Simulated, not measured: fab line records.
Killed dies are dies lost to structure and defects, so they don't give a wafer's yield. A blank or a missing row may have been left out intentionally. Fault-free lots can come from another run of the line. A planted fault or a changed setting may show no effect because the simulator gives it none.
Matching of chambers -- flow berkeley cmos170 -- UCB170_V1_ETCH_14 on rie diel-04 has 4 sister chambers
The step etches SiO2 in CHF3/CF4/Ar, stops on Al, target depth 1250 nm, time 291 s. 8 wafers are shown with their chamber, then 7 later ones without.

== WAFERS PAIRED WITH THEIR CHAMBERS ==
wafer,chamber,drypump motor current A (A),throttle valve pct (%)
L692.5,1,4.9,6.85
L694.2,0,6.0,6.87
L695.1,0,5.9,6.88
L695.4,1,4.9,6.86
L697.5,3,6.7,6.91
L697.6,2,5.5,6.93
L700.1,2,5.5,6.94
L700.4,3,6.7,6.91

== WAFERS WITHOUT THEIR CHAMBER ==
wafer,drypump motor current A (A),throttle valve pct (%)
L700.5,6.6,6.92
L707.1,4.9,6.86
L707.2,5.9,6.85
L707.3,6.7,6.91
L705.4,5.5,6.94
L705.5,5.5,6.95
L705.6,6.7,6.90

== EACH ONE'S CHAMBER ==
wafer,from the rows above,in truth
L700.5,3,3
L707.1,1,1
L707.2,0,0
L707.3,3,3
L705.4,2,2
L705.5,2,2
L705.6,3,3
7 of 7 placed correctly. Left unplaced by these rows: 0. Placed wrongly: 0.
How it was worked out, from the rows above alone: a wafer's distance from a chamber is the root of the sum, over the readings, of the square of ((its reading less the chamber's mean) divided by the reading's scatter). The wafer belongs to the nearest chamber; if the next one is less than 2 further off, it can't be placed. The mean given for a chamber averages the wafers shown for that chamber. The scatter is the square root of a quotient: the sum, over the shown wafers, of each reading's squared deviation from its chamber's mean, divided by wafers minus chambers.
